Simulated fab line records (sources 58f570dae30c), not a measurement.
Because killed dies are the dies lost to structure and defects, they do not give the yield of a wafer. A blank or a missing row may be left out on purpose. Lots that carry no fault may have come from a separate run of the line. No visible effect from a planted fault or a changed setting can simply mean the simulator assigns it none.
A lot that was struck, set against a sound lot ; flow berkeley cmos170 ; 23 steps out of a route of 331
Sound: these wafers, L961.1, L961.3, L961.6. Wafers struck: L967.1, L967.4, L967.5. The cause is named last.
Order at every step that has rows: each side's tool, ch and its chambers, its first start. Under that, the readings that differ: sound wafers ; struck wafers ; difference of the means ; sigmas: that difference in standard deviations of wafers without a fault.
alike: a reading whose means differ by less than 2 such deviations, as well as words and numbers matching on both sides. not compared: withheld readings; readings where some wafer has no value; bounds like >300 that might hide an equal value; numbers whose values overlap and for which the record gives no deviation.
Wherever a step has rows on one side only, a row that says differs or no value, or a row with sigmas, the two part there. Numbers that don't overlap but have no deviation are shown without sigmas and don't part them. A reading missing from all wafers of one side parts the sides only when that side holds two or more wafers.

UCB170_PVT_OVL_MEAS_06:
  sound on overlay-01, day 7 10:56; struck on overlay-01, day 9 02:26
  alike: PVT_OVL
then, 1 step without rows for these wafers: UCB170_PVT_IMPLANT_07.
UCB170_PVT_STRIP_08: strips in O2.
  sound on plasma asher-01 ch 0,1, day 7 11:07; struck on plasma asher-01 ch 0,1, day 9 02:37
  alike: drypump motor current A, oes product au, strip time to endpoint s
  not compared: rf hours counter h
UCB170_PVT_TW_MEAS_09:
  sound on film metro-01, day 7 11:13; struck on film metro-03, day 9 02:43
  alike: PVT_TW
then, 1 step without rows for these wafers: UCB170_GATE_WET_ETCH_00 (etches SiO2 in dHF, time 200 s).
UCB170_FIELD_THK_MEAS_91:
  sound on film metro-03, day 7 11:20; struck on film metro-01, day 9 02:56
  alike: FIELD_OXIDE_LEFT_2_THK
then, 1 step without rows for these wafers: UCB170_GATE_OXIDATION_01 (target thk 6.6 nm, ox time 1800 s).
UCB170_GATE_THK_MEAS_02:
  sound on film metro-01, day 7 17:58; struck on film metro-04, day 9 10:24
  alike: GATE_OXIDE_THK
then, 2 steps without rows for these wafers: UCB170_GATE_ANNEAL_03 (time 1800 s); UCB170_GATE_CVD_04 (deposits poly-Si from SiH4, time 1440 s, target thk 214 nm).
UCB170_GATE_THK_MEAS_05:
  sound on film metro-02, day 8 02:57; struck on film metro-04, day 9 22:53
  alike: GATE_POLY_THK
then, 1 step without rows for these wafers: UCB170_GATE_COAT_06.
UCB170_GATE_COAT_07: resist thk 900 nm.
  sound on litho track-03 ch 0, day 8 03:00; struck on litho track-03 ch 0, day 9 23:00
reading;sound;struck;difference;sigmas
spin speed rpm (rpm);1499.1 1500.1 1499.9;1472.3 1472.9 1471.5;-27.5;-33
model.KrF_of_GATE_COAT_07.thk nm (nm);893.1 895.2 897.1;908 907.4 907.7;+13;
then, 4 steps without rows for these wafers: UCB170_GATE_SOFTBAKE_08 (time 60 s); UCB170_GATE_EXPOSE_09 (exposes mask POLY, target cd 350 nm); UCB170_GATE_PEB_10; UCB170_GATE_DEVELOP_11 (develop time 45 s).
UCB170_GATE_CD_MEAS_12: the cd target is 350 nm.
  sound on cd sem-01, day 8 04:38; struck on cd sem-01, day 9 23:55
  alike: cd nm
UCB170_GATE_OVL_MEAS_13:
  sound on overlay-02, day 8 04:46; struck on overlay-02, day 10 00:02
  alike: GATE_OVL
UCB170_GATE_ETCH_14: etches BARC in N2/H2.
  sound on rie diel-04 ch 1,2,3, day 8 04:48; struck on rie diel-01 ch 0,1, day 10 00:04
  alike: drypump motor current A, h2 flow sccm, oes product au, throttle valve pct
UCB170_GATE_ETCH_15: etches poly-Si in HBr/Cl2, stops on SiO2, time 56.3 s, target depth 278.2 nm.
  sound on rie si-01 ch 0,2,3, day 8 04:50; struck on rie si-02 ch 1,2, day 10 00:07
reading;sound;struck;difference;sigmas
model.KrF_of_GATE_COAT_07.thk nm (nm);770 771.7 772.3;785.7 785 783.3;+13.3;
  alike: drypump motor current A, oes product au, throttle valve pct
  not compared: rf hours counter h
UCB170_GATE_STRIP_16: strips in O2.
  sound on plasma asher-01 ch 0,1, day 8 04:53; struck on plasma asher-03 ch 0,1, day 10 00:10
  alike: drypump motor current A, oes product au
  not compared: rf hours counter h
UCB170_M3_PROBE_99:
  only the struck wafers here have rows in the record (prober-02, day 11 17:16); the sound ones have none

WHERE THEY PART
Earliest at UCB170_GATE_COAT_07; latest, in this record, at UCB170_M3_PROBE_99.

WHY: what had been put in by the simulator
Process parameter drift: litho track-03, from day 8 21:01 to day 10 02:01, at UCB170_GATE_COAT_07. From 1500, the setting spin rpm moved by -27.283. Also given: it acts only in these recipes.
